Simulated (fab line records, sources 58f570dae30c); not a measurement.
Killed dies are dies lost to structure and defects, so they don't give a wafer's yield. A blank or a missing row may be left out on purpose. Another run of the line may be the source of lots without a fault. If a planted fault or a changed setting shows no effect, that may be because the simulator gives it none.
Which tool was responsible? -- flow berkeleyCmos170 -- 42 wafers from 14 lots sampled at 6 of the route's 331 steps

## WHAT THE GAUGES READ, wafer by wafer
UCB170_GATE_CD_MEAS_90: target cd 350 nm.
lot,measured,on,cdNm (nm)
L508,day 7 02:41,cdSem-02,348.6 349.4 349.2
L510,day 7 17:55,cdSem-01,350.7 351.2 350.5
L514,day 8 05:49,cdSem-02,349.1 347.1 348.1
L513,day 8 05:35,cdSem-01,349.3 348.0 347.8
L515,day 9 05:56,cdSem-01,351.5 348.5 348.8
L516,day 9 05:29,cdSem-02,351.3 349.3 351.8
L517,day 9 05:43,cdSem-01,350.7 349.1 351.3
L520,day 9 14:28,cdSem-01,351.6 349.7 351.0
L522,day 10 05:46,cdSem-01,349.0 348.8 349.1
L525,day 10 21:41,cdSem-01,349.2 348.2 349.6
L524,day 10 21:54,cdSem-02,350.0 350.3 350.1
L526,day 10 21:46,cdSem-01,349.3 349.3 349.0
L527,day 11 13:18,cdSem-02,350.3 351.3 350.3
L531,day 12 08:05,cdSem-01,347.6 350.1 347.8

UCB170_PLDD_TW_MEAS_11.
lot,measured,on,PLDD_TW
L508,day 7 04:32,filmMetro-02,1019 1019 1019
L510,day 7 20:40,filmMetro-03,1012 1013 1012
L514,day 8 07:57,filmMetro-03,1016 1021 1016
L513,day 8 07:40,filmMetro-02,1027 1024 1028
L515,day 9 08:04,filmMetro-03,971 974 975
L516,day 9 07:31,filmMetro-02,984 988 988
L517,day 9 08:04,filmMetro-01,1009 1010 1008
L520,day 9 16:16,filmMetro-01,1006 1011 1011
L522,day 10 07:43,filmMetro-03,1011 1014 1010
L525,day 10 23:53,filmMetro-03,1015 1012 1012
L524,day 11 00:10,filmMetro-03,1010 1017 1009
L526,day 10 23:53,filmMetro-02,1033 1032 1025
L527,day 11 15:44,filmMetro-01,1018 1022 1022
L531,day 12 10:07,filmMetro-01,1015 1011 1019

UCB170_NLDD_CD_MEAS_06: target cd 1200 nm.
lot,measured,on,cdNm (nm)
L508,day 7 05:43,cdSem-02,1196.3 1197.6 1197.0
L510,day 7 21:45,cdSem-01,1204.5 1204.9 1204.6
L514,day 8 10:32,cdSem-01,1200.2 1199.1 1201.1
L513,day 8 10:16,cdSem-01,1197.1 1196.1 1197.8
L515,day 9 09:19,cdSem-02,1201.1 1200.4 1200.2
L516,day 9 09:02,cdSem-01,1201.5 1202.3 1202.2
L517,day 9 09:35,cdSem-01,1200.6 1199.1 1201.3
L520,day 9 17:37,cdSem-02,1200.8 1200.9 1201.7
L522,day 10 09:16,cdSem-01,1198.9 1201.6 1199.6
L525,day 11 01:19,cdSem-01,1199.4 1198.6 1200.2
L524,day 11 01:56,cdSem-02,1203.8 1201.7 1203.5
L526,day 11 01:43,cdSem-02,1202.6 1201.0 1200.8
L527,day 11 16:58,cdSem-01,1199.2 1197.8 1197.1
L531,day 12 11:54,cdSem-02,1198.0 1198.7 1198.5

UCB170_SDANNEAL_RS_MEAS_04: uses a four-point probe to measure.
lot,measured,on,PLDD_RS (ohm/sq)
L508,day 7 21:44,filmMetro-03,1032.7 1034.4 1030.2
L510,day 8 10:50,filmMetro-01,1031.7 1034.2 1031.8
L514,day 8 21:08,filmMetro-02,1028.5 1027.0 1029.6
L513,day 8 20:25,filmMetro-02,1030.5 1026.4 1025.9
L515,day 9 20:23,filmMetro-02,1134.6 1135.4 1134.6
L516,day 9 20:01,filmMetro-03,1133.3 1130.4 1132.3
L517,day 9 20:16,filmMetro-01,1031.5 1033.1 1036.5
L520,day 10 05:06,filmMetro-02,1033.5 1033.3 1031.9
L522,day 10 21:35,filmMetro-03,1037.0 1032.8 1036.3
L525,day 11 15:19,filmMetro-02,1034.7 1031.1 1032.9
L524,day 11 15:44,filmMetro-03,1033.2 1036.5 1035.5
L526,day 11 16:19,filmMetro-03,1032.6 1035.1 1031.3
L527,day 12 05:35,filmMetro-01,1028.6 1027.5 1025.4
L531,day 13 00:25,filmMetro-02,1033.1 1034.0 1029.3

## WHICH TOOL RAN EACH LOT (tool, then ch and the chambers of the sampled wafers, then the start)
lot,UCB170_NVT_STRIP_08,UCB170_PLDD_IMPLANT_09
L508,"plasmaAsher-04 ch 0,1, day 6 10:19","implanter-01 ch 0, day 7 04:19"
L510,"plasmaAsher-04 ch 0,1, day 6 21:25","implanter-04 ch 0, day 7 20:25"
L514,"plasmaAsher-02 ch 0,1, day 7 12:34","implanter-01 ch 0, day 8 07:42"
L513,"plasmaAsher-01 ch 0,1, day 7 14:02","implanter-02 ch 0, day 8 07:25"
L515,"plasmaAsher-01 ch 0,1, day 8 10:12","implanter-01 ch 0, day 9 07:49"
L516,"plasmaAsher-04 ch 0,1, day 8 10:16","implanter-01 ch 0, day 9 07:16"
L517,"plasmaAsher-01 ch 0,1, day 8 10:29","implanter-02 ch 0, day 9 07:49"
L520,"plasmaAsher-01 ch 0,1, day 8 20:55","implanter-04 ch 0, day 9 16:04"
L522,"plasmaAsher-01 ch 0,1, day 9 10:05","implanter-04 ch 0, day 10 07:28"
L525,"plasmaAsher-04 ch 0,1, day 10 03:04","implanter-04 ch 0, day 10 23:40"
L524,"plasmaAsher-04 ch 0,1, day 10 03:15","implanter-04 ch 0, day 10 23:56"
L526,"plasmaAsher-02 ch 0,1, day 10 03:17","implanter-02 ch 0, day 10 23:37"
L527,"plasmaAsher-01 ch 0,1, day 10 18:39","implanter-04 ch 0, day 11 15:29"
L531,"plasmaAsher-01 ch 0,1, day 11 13:37","implanter-02 ch 0, day 12 09:55"
- UCB170_NVT_STRIP_08: strips in O2.
- UCB170_PLDD_IMPLANT_09

## WHAT THE TOOLS THEMSELVES READ (means of the sampled wafers that have a number; where no wafer has one, the mark that the record gives instead)
UCB170_NVT_STRIP_08.
lot,tool,drypumpMotorCurrentA (A),oesProductAu (a.u.),stripTimeToEndpointS (s)
L508,plasmaAsher-04,5.7,0.735,21.53
L510,plasmaAsher-04,5.4,0.733,21.61
L514,plasmaAsher-02,5.3,0.736,21.65
L513,plasmaAsher-01,5.9,0.737,21.48
L515,plasmaAsher-01,5.9,0.740,21.77
L516,plasmaAsher-04,5.6,0.733,21.65
L517,plasmaAsher-01,5.9,0.737,21.57
L520,plasmaAsher-01,5.9,0.730,21.56
L522,plasmaAsher-01,5.9,0.731,21.63
L525,plasmaAsher-04,5.7,0.740,21.62
L524,plasmaAsher-04,5.4,0.730,21.64
L526,plasmaAsher-02,5.3,0.733,21.72
L527,plasmaAsher-01,5.9,0.733,21.61
L531,plasmaAsher-01,5.9,0.739,21.62

UCB170_PLDD_IMPLANT_09.
lot,tool,doseIonsCm2,faradayCurrentUA
L508,implanter-01,5e+13,158
L510,implanter-04,5e+13,159
L514,implanter-01,5e+13,160
L513,implanter-02,5e+13,162
L515,implanter-01,4e+13,124
L516,implanter-01,4e+13,122
L517,implanter-02,5e+13,161
L520,implanter-04,5e+13,156
L522,implanter-04,5e+13,159
L525,implanter-04,5e+13,158
L524,implanter-04,5e+13,158
L526,implanter-02,5e+13,158
L527,implanter-04,5e+13,160
L531,implanter-02,5e+13,160

## THE ANSWER, worked out from the rows above alone
Rule: usual is defined by the lots themselves. Put in order of their means at a reading, lots are off if they are a third of the lots or fewer, leave a main group of 4 or more, and stand apart from it by a gap of 3 or more times the standard deviation of the main group's means; of several such gaps the widest counts. If all means in a main group match to the digits the tables above print for the reading, that group is not used. Also off: a lot with no number at a reading for which 4 or more lots have one. All remaining lots with rows at the step are treated as sound. First the gauges in route order, then the tools' own readings, where a lot's mean is used as printed above. The first step at which some lot is off is used, and at that step the reading that is off furthest; a lot without a number counts as furthest.
Off: at UCB170_PLDD_TW_MEAS_11 (PLDD_TW), L515, L516. For the main group the mean is 1016 and the standard deviation 6.4.
If a tool, at a process step before that reading, ran all the lots that are off and no sound lot after the first of them, it fits. Not tried: the gauges at UCB170_PLDD_TW_MEAS_11; whatever is off there is also off at UCB170_PLDD_IMPLANT_09, on other tools, and gauge error can't account for it. One candidate fits, namely implanter-01 at UCB170_PLDD_IMPLANT_09. A fault onset in the window from L514 (day 8 07:42, its last sound lot) to L516 (day 9 07:16, its first lot off) fits.
The tool's own readings at UCB170_PLDD_IMPLANT_09 bear it out: on the lots that are off they differ by more than 5 times the standard deviation of the sound lots' means. doseIonsCm2 reads 4e+13 there against 5e+13 on the sound lots; faradayCurrentUA reads 123 there against 159 on the sound lots.

## WHAT THE SIMULATOR HAD PUT IN
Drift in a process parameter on implanter-01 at UCB170_PLDD_IMPLANT_09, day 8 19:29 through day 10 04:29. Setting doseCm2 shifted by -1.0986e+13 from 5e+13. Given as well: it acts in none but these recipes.
Struck lots among those shown: L516, L515. Same finding as the rule above.
